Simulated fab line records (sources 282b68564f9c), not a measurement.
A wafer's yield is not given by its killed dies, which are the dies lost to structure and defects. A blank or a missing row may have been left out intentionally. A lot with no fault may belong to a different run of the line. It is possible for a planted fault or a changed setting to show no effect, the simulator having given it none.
Struck lot and sound lot, side by side :: flow ritCmos :: 17 steps out of a route of 202
Sound: the wafers L302.4, L302.5, L302.6. Struck: wafers L310.2, L310.3, L310.5. The cause comes at the end.
For every step that has rows: the tool of each side, followed by ch and its chambers, followed by its first start. Under that, the readings that differ: sound wafers :: struck wafers :: difference of the means :: sigmas: that difference in standard deviations of wafers without a fault.
alike: a reading whose means differ by less than 2 such deviations, as well as words and numbers matching on both sides. not compared: withheld readings; readings where some wafer has no value; bounds like >300 that might hide an equal value; numbers whose values overlap and for which the record gives no deviation.
Wherever a step has rows on one side only, a row that says differs or no value, or a row with sigmas, the two part there. Numbers that have no deviation but don't overlap get no sigmas and don't part them. A reading that every wafer of one side lacks parts them only if that side has two wafers or more.

RIT_NWELL_TW_MEAS_10:
  struck on filmMetro-03, day 4 19:19; sound on filmMetro-01, day 3 03:26
  alike: NWELL_TW
then, 6 steps without rows for these wafers: RIT_PWELL_HMDS_00 (prime time 60 s); RIT_PWELL_COAT_01 (resist thk 1300 nm); RIT_PWELL_SOFTBAKE_02 (time 60 s); RIT_PWELL_EXPOSE_03 (exposes mask M3, target cd 43700 nm); RIT_PWELL_PEB_04; RIT_PWELL_DEVELOP_05 (develop time 68 s).
RIT_PWELL_OVL_MEAS_06:
  struck on overlay-01, day 4 20:15; sound on overlay-02, day 3 04:22
  alike: PWELL_OVL
then, 2 steps without rows for these wafers: RIT_PWELL_HARDBAKE_07 (time 120 s); RIT_PWELL_IMPLANT_08.
RIT_PWELL_STRIP_09: strips in O2, time 180 s.
  sound on plasmaAsher-04 ch 0,1, day 3 04:50; struck on plasmaAsher-02 ch 0,1, day 4 20:41
reading: drypumpMotorCurrentA (A)
sound: 6.4 6.4 5.9
struck: 4.9 4.9 5.1
difference: -1.3
sigmas: -2
  not compared: rfHoursCounterH
RIT_PWELL_TW_MEAS_10:
  struck on filmMetro-01, day 4 20:52; sound on filmMetro-01, day 3 04:59
  alike: PWELL_TW
RIT_WELLDRIVE_ANNEAL_00: time 14700 s.
  sound on furnace-03 ch 0, day 3 05:01; struck on furnace-01 ch 0, day 4 21:04
reading: spikeTcCentreC (C)
sound: 1102.3 1100.1 1101.9
struck: 1119.3 1117.5 1119.6
difference: +17.4
sigmas: +12

reading: spikeTcLoadC (C)
sound: 1131 1132 1131
struck: 1144 1145 1142
difference: +12
sigmas: +3

reading: spikeTcSourceC (C)
sound: 1129.0 1129.1 1127.9
struck: 1138.9 1138.8 1138.4
difference: +10.0
sigmas: +4

reading: tubeCenterTempC (C)
sound: 1100 1100.2 1100.2
struck: 1115 1114.9 1115
difference: +15
sigmas: +99 or more

reading: tube_center_temp_C_max
sound: 1102.6 1103.0 1103.1
struck: 1118.1 1118.1 1118.3
difference: +15.3
sigmas: +31
RIT_WELLDRIVE_RS_MEAS_01: measurement is done with a four-point probe.
  struck on filmMetro-01, day 5 02:10; sound on filmMetro-04, day 3 10:09
reading: NWELL_RS (ohm/sq)
sound: 278.9 279.1 279.3
struck: 262.9 262.3 262.6
difference: -16.5
sigmas: -22
RIT_WELLDRIVE_RS_MEAS_02: measurement is done with a four-point probe.
  struck on filmMetro-01, day 5 02:17; sound on filmMetro-04, day 3 10:16
reading: PWELL_RS (ohm/sq)
sound: 430.6 430.7 430.9
struck: 414.0 414.8 413.3
difference: -16.7
sigmas: -11
then, 1 step without rows for these wafers: RIT_NRETRO_HMDS_00 (prime time 60 s).
RIT_M1_PROBE_99:
  struck on prober-01, day 6 06:46; sound on prober-01, day 4 16:57
reading: killedDies
sound: 5 4 4
struck: 5 15 11
difference: +6
sigmas: +2

reading: killedOpen
sound: 2 2 2
struck: 3 10 7
difference: +5
sigmas: +2

reading: model.etest.nwellPinched.rsOhmSq
sound: 333.7 341.2 337.4
struck: 312.2 313.4 310
difference: -25.6
sigmas: 

reading: model.etest.pwellPinched.rsOhmSq
sound: 451.3 466.6 456.9
struck: 444 449 443.2
difference: -13
sigmas: 

reading: model.etest.pwell.rsOhmSq
sound: 411.8 419.2 412
struck: 407 407.8 411.3
difference: -6
sigmas: 

reading: model.etest.fieldN.vtV (V)
sound: 34.11 34.19 34.13
struck: 33.88 33.81 33.41
difference: -0.44
sigmas: 

reading: model.etest.fieldPMetal.vtV (V)
sound: -30.33 -30.1 -30.57
struck: -30.64 -31.05 -31.15
difference: -0.61
sigmas: 

reading: model.etest.isoNwellNwell.bvV (V)
sound: 22.32 22 22.29
struck: 22.73 22.59 22.37
difference: +0.36
sigmas: 

reading: model.etest.fieldP.vtV (V)
sound: -12.87 -12.86 -12.86
struck: -13.58 -13.45 -13.42
difference: -0.62
sigmas: 

reading: model.etest.diodePplusNwell.bvV (V)
sound: 6.547 6.651 6.56
struck: 6.944 6.935 6.919
difference: +0.347
sigmas: 
  alike: killed_at_M0_to_M3, killedAtContacts, killedAtFrontEnd, killedShort

== WHERE THEY PART ==
Last at RIT_M1_PROBE_99 as far as this record goes, first at RIT_PWELL_STRIP_09.

WHY: what the simulator had put in
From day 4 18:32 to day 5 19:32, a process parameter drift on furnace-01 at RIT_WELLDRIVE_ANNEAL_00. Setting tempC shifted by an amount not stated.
